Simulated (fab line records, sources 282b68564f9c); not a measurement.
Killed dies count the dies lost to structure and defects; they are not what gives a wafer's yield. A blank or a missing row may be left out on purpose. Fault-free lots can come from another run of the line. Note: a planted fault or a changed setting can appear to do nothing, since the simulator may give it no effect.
Chamber matching ; flow rit-cmos ; 4 sister chambers for RIT_ACTIVE_ETCH_13 on rie-diel-02
The step etches Si3N4 in SF6, stops on SiO2, time 210 s, target depth 210 nm. 16 wafers are shown with their chamber, then 8 later ones without.

== WAFERS PAIRED WITH THEIR CHAMBERS ==
wafer;chamber;drypump-motor-current-A (A);throttle-valve-pct (%);oes-product-au (a.u.)
L511.1;3;5.52;7.55;0.850
L511.2;2;5.47;7.63;0.801
L511.4;1;5.81;7.66;0.813
L512.1;3;5.50;7.56;0.853
L512.2;2;5.54;7.65;0.817
L512.6;1;5.81;7.67;0.822
L513.2;1;5.79;7.66;0.813
L513.4;2;5.50;7.63;0.812
L513.6;1;5.81;7.65;0.823
L515.1;0;6.28;7.54;0.805
L515.3;2;5.50;7.62;0.818
L515.4;3;5.52;7.57;0.850
L518.1;1;5.85;7.64;0.801
L518.2;3;5.51;7.57;0.841
L518.3;2;5.50;7.62;0.802
L520.1;1;5.78;7.66;0.811

SIGNATURES, as means of the wafers listed above
reading;chamber 0;chamber 1;chamber 2;chamber 3;scatter within a chamber
drypump-motor-current-A;6.2800;5.8083;5.5020;5.5125;0.0217
throttle-valve-pct;7.5400;7.6567;7.6300;7.5625;0.0108
oes-product-au;0.80500;0.81383;0.81000;0.84850;0.00746
Rule: a wafer's distance from a chamber is the root of the sum, over the readings, of the square of ((its reading less the chamber's mean) divided by the reading's scatter). The wafer belongs to the nearest chamber; if the next one is less than 2 further off, it can't be placed. The scatter is the square root of a quotient: the sum, over the shown wafers, of each reading's squared deviation from its chamber's mean, divided by wafers minus chambers.

== WAFERS WITHOUT THEIR CHAMBER ==
wafer;drypump-motor-current-A (A);throttle-valve-pct (%);oes-product-au (a.u.)
L520.3;5.51;7.56;0.843
L520.4;5.49;7.65;0.807
L523.1;5.48;7.65;0.809
L523.3;6.27;7.55;0.811
L523.4;5.50;7.55;0.852
L524.2;6.32;7.54;0.804
L524.5;5.50;7.57;0.855
L524.6;5.52;7.64;0.812

== WHICH CHAMBER EACH WENT THROUGH ==
wafer;from the rows above;in truth
L520.3;3;3
L520.4;2;2
L523.1;2;2
L523.3;0;0
L523.4;3;3
L524.2;0;0
L524.5;3;3
L524.6;2;2
Correctly placed: 8 of 8. Not placeable from these rows: 0. Wrongly placed: 0.
